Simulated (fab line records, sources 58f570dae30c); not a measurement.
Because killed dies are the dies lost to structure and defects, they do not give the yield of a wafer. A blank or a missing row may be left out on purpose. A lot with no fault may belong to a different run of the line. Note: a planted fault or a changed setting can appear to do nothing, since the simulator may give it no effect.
The tool behind it: which one? ; flow berkeleyCmos170 ; 14 lots with 42 wafers sampled at 6 steps, on a route of 331 steps

## WHAT THE GAUGES SHOWED, per wafer
UCB170_M2_THK_MEAS_03: measures by xrf. Usual: M2_AL_THK 925 nm, standard deviation 15.
lot;measured;on;M2_AL_THK (nm);flag
L733;day 7 08:06;filmMetro-03;906 915 909;
L734;day 8 02:52;filmMetro-01;910 889 921;
L735;day 8 08:10;filmMetro-03;901 921 918;
L737;day 8 11:51;filmMetro-03;929 925 924;
L738;day 9 06:26;filmMetro-04;935 924 926;
L740;day 9 13:59;filmMetro-01;945 938 933;
L741;day 9 14:17;filmMetro-03;913 913 924;
L744;day 10 08:22;filmMetro-03;934 918 916;
L747;day 10 19:38;filmMetro-04;941 931 930;
L749;day 11 08:31;filmMetro-01;929 932 912;
L750;day 11 09:40;filmMetro-01;940 953 935;
L752;day 11 17:19;filmMetro-03;933 917 942;
L754;day 12 01:14;filmMetro-01;925 898 906;
L753;day 12 01:32;filmMetro-04;932 921 926;

UCB170_M3_RS_MEAS_02: the measuring method here is four-point-probe. Usual: M3_AL_RS 0.0323 ohm/sq, standard deviation 0.00041.
lot;measured;on;M3_AL_RS (ohm/sq);flag
L733;day 7 13:15;filmMetro-02;0.0316 0.0321 0.0320;
L734;day 8 08:45;filmMetro-02;0.0321 0.0323 0.0322;
L735;day 8 13:53;filmMetro-02;0.0323 0.0321 0.0317;
L737;day 8 19:41;filmMetro-02;0.0323 0.0323 0.0320;
L738;day 9 13:08;filmMetro-02;0.0325 0.0325 0.0324;
L740;day 9 19:43;filmMetro-04;0.0329 0.0335 0.0323;
L741;day 9 20:05;filmMetro-03;0.0321 0.0321 0.0321;
L744;day 10 14:08;filmMetro-03;0.0330 0.0325 0.0325;
L747;day 11 00:53;filmMetro-02;0.0321 0.0289 0.0320;OFF
L749;day 11 14:32;filmMetro-03;0.0332 0.0323 0.0325;
L750;day 11 15:18;filmMetro-04;0.0319 0.0289 0.0322;OFF
L752;day 11 23:22;filmMetro-04;0.0323 0.0326 0.0327;
L754;day 12 06:28;filmMetro-04;0.0322 0.0319 0.0318;
L753;day 12 06:42;filmMetro-03;0.0325 0.0319 0.0320;

UCB170_M3_THK_MEAS_03: measures by xrf. Usual: M3_AL_THK 920 nm, standard deviation 12.
lot;measured;on;M3_AL_THK (nm);flag
L733;day 7 13:22;filmMetro-02;928 917 915;
L734;day 8 08:52;filmMetro-02;930 919 919;
L735;day 8 14:01;filmMetro-02;918 928 934;
L737;day 8 19:49;filmMetro-02;920 919 927;
L738;day 9 13:16;filmMetro-02;912 913 911;
L740;day 9 19:49;filmMetro-04;906 892 923;
L741;day 9 20:10;filmMetro-03;929 932 931;
L744;day 10 14:15;filmMetro-03;903 923 916;
L747;day 11 01:00;filmMetro-02;920 1003 928;
L749;day 11 14:38;filmMetro-03;903 925 914;
L750;day 11 15:24;filmMetro-04;936 1016 932;OFF
L752;day 11 23:29;filmMetro-04;922 918 917;
L754;day 12 06:35;filmMetro-04;923 940 936;
L753;day 12 06:49;filmMetro-03;915 937 932;

## TOOL THAT RAN EACH LOT (tool first, then ch and the chambers of the sampled wafers, then the start)
lot;UCB170_M2_METAL_ETCH_18;UCB170_M2_STRIP_19;UCB170_M3_SPUTTER_01
L733;rieMetal-01 ch 0,1, day 7 10:07;plasmaAsher-02 ch 0,1, day 7 10:17;pvdSputter-03, day 7 13:10
L734;rieMetal-01 ch 0,1, day 8 05:08;plasmaAsher-04 ch 0,1, day 8 05:19;pvdSputter-04, day 8 08:40
L735;rieMetal-03 ch 0, day 8 10:37;plasmaAsher-02 ch 0, day 8 11:00;pvdSputter-03, day 8 13:48
L737;rieMetal-01 ch 0,1, day 8 13:48;plasmaAsher-04 ch 0,1, day 8 13:59;pvdSputter-04, day 8 19:37
L738;rieMetal-04 ch 0, day 9 08:23;plasmaAsher-02 ch 0,1, day 9 08:46;pvdSputter-03, day 9 13:03
L740;rieMetal-03 ch 0,1, day 9 16:46;plasmaAsher-02 ch 0,1, day 9 16:57;pvdSputter-02, day 9 19:37
L741;rieMetal-01 ch 0,1, day 9 17:11;plasmaAsher-02 ch 0,1, day 9 17:20;pvdSputter-04, day 9 19:56
L744;rieMetal-03 ch 0,1, day 10 10:20;plasmaAsher-03 ch 0,1, day 10 10:32;pvdSputter-02, day 10 14:02
L747;rieMetal-03 ch 0, day 10 21:38;plasmaAsher-03 ch 0,1, day 10 21:49;pvdSputter-04, day 11 00:46
L749;rieMetal-03 ch 0,1, day 11 11:02;plasmaAsher-03 ch 0,1, day 11 11:11;pvdSputter-02, day 11 14:25
L750;rieMetal-01 ch 0,1, day 11 11:41;plasmaAsher-03 ch 0,1, day 11 11:50;pvdSputter-04, day 11 15:11
L752;rieMetal-03 ch 0,1, day 11 20:32;plasmaAsher-02 ch 0, day 11 20:43;pvdSputter-03, day 11 23:17
L754;rieMetal-03 ch 0,1, day 12 03:13;plasmaAsher-03 ch 0,1, day 12 03:25;pvdSputter-03, day 12 06:23
L753;rieMetal-01 ch 0,1, day 12 03:32;plasmaAsher-04 ch 0,1, day 12 03:44;pvdSputter-02, day 12 06:37
- UCB170_M2_METAL_ETCH_18: etches Al in Cl2/BCl3, stops on SiO2, target depth 1170 nm, time 195 s.
- UCB170_M2_STRIP_19: strips in O2.
- UCB170_M3_SPUTTER_01: material Al, target thk 900 nm, time 120 s.

## AS READ BY THE TOOLS THEMSELVES (means over the sampled wafers that have a number; for cases with no such wafer, the mark the record gives instead)
UCB170_M2_METAL_ETCH_18. Usual: chamberPressureMTorr 12.001 mTorr, standard deviation 0.011; drypumpMotorCurrentA 5.4 A, standard deviation 0.41; oesProductAu 0.857 a.u., standard deviation 0.012; throttleValvePct 24.38 %, standard deviation 0.16.
lot;tool;chamberPressureMTorr (mTorr);drypumpMotorCurrentA (A);oesProductAu (a.u.);throttleValvePct (%);flag
L733;rieMetal-01;12.004;5.9;0.848;24.30;
L734;rieMetal-01;11.997;5.9;0.849;24.31;
L735;rieMetal-03;12.011;5.0;0.855;24.45;
L737;rieMetal-01;11.993;5.7;0.863;24.33;
L738;rieMetal-04;12.003;5.1;0.863;24.05;
L740;rieMetal-03;12.005;5.3;0.856;24.47;
L741;rieMetal-01;11.998;5.7;0.856;24.32;
L744;rieMetal-03;11.992;5.3;0.850;24.47;
L747;rieMetal-03;12.008;4.9;0.863;24.45;
L749;rieMetal-03;12.007;5.3;0.853;24.47;
L750;rieMetal-01;12.004;5.7;0.870;24.32;
L752;rieMetal-03;12.009;5.3;0.849;24.48;
L754;rieMetal-03;11.999;5.1;0.857;24.47;
L753;rieMetal-01;12.003;5.9;0.859;24.28;

UCB170_M2_STRIP_19. Usual: chamberPressureMTorr 3500 mTorr, standard deviation 3.4; drypumpMotorCurrentA 5.5 A, standard deviation 0.5; oesProductAu 0.536 a.u., standard deviation 0.02.
lot;tool;chamberPressureMTorr (mTorr);drypumpMotorCurrentA (A);oesProductAu (a.u.);flag
L733;plasmaAsher-02;3500;5.0;0.538;
L734;plasmaAsher-04;3500;5.9;0.533;
L735;plasmaAsher-02;3500;4.9;0.529;
L737;plasmaAsher-04;3502;5.9;0.556;
L738;plasmaAsher-02;3498;5.0;0.539;
L740;plasmaAsher-02;3501;5.0;0.505;
L741;plasmaAsher-02;3500;5.0;0.552;
L744;plasmaAsher-03;3502;6.0;0.520;
L747;plasmaAsher-03;3497;5.9;0.541;
L749;plasmaAsher-03;3500;5.7;0.524;
L750;plasmaAsher-03;3497;5.7;0.557;
L752;plasmaAsher-02;3499;4.9;0.515;
L754;plasmaAsher-03;3501;5.7;0.520;
L753;plasmaAsher-04;3501;6.1;0.543;

UCB170_M3_SPUTTER_01. Usual: chamberPressurePa 0.5000 Pa, standard deviation 0.00099; throttleValvePct 30.9 %, standard deviation 0.65.
lot;tool;chamberPressurePa (Pa);throttleValvePct (%);flag
L733;pvdSputter-03;0.5003;30.5;
L734;pvdSputter-04;0.5001;30.8;
L735;pvdSputter-03;0.4992;30.3;
L737;pvdSputter-04;0.4995;30.2;
L738;pvdSputter-03;0.5006;31.1;
L740;pvdSputter-02;0.4995;30.9;
L741;pvdSputter-04;0.5002;30.4;
L744;pvdSputter-02;0.5006;31.2;
L747;pvdSputter-04;0.4530;32.7;OFF
L749;pvdSputter-02;0.5001;31.2;
L750;pvdSputter-04;0.4529;33.3;OFF
L752;pvdSputter-03;0.4991;31.1;
L754;pvdSputter-03;0.5004;30.9;
L753;pvdSputter-02;0.5006;31.0;

## THE ANSWER, worked out from the rows above alone
Rule: a lot is off if the mean of its wafers that have a number lies more than 3 standard deviations from the usual mean. Also off: a lot with no number at a reading for which 4 or more lots have one. Where the step has rows for the other lots, those lots are counted as sound. First the gauges in route order, then the tools' own readings, where a lot's mean is used as printed above. The first step at which some lot is off is used, and at that step the reading that is off furthest; a lot without a number counts as furthest.
Off: L747, L750, seen at UCB170_M3_RS_MEAS_02 (M3_AL_RS).
A tool fits if, at a process step before that reading, it ran every lot that is off, and no sound lot after the first of them. Not tried: the gauges at UCB170_M3_RS_MEAS_02; whatever is off there is also off at UCB170_M3_SPUTTER_01, on other tools, and gauge error can't account for it. One fits: pvdSputter-04 at UCB170_M3_SPUTTER_01. A fault onset in the window from L741 (day 9 19:56, its last sound lot) to L747 (day 11 00:46, its first lot off) fits.
The tool's own readings at UCB170_M3_SPUTTER_01 bear it out: on the lots that are off they differ by more than 5 times the standard deviation of the sound lots' means. chamberPressurePa reads 0.4530 Pa there against 0.5000 Pa on the sound lots; throttleValvePct reads 33.0 % there against 30.8 % on the sound lots.

## WHAT THE SIMULATOR HAD INSERTED
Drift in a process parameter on pvdSputter-04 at UCB170_M3_SPUTTER_01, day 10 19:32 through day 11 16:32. From 0.5, the setting chamberPressurePa moved by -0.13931. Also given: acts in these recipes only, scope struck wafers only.
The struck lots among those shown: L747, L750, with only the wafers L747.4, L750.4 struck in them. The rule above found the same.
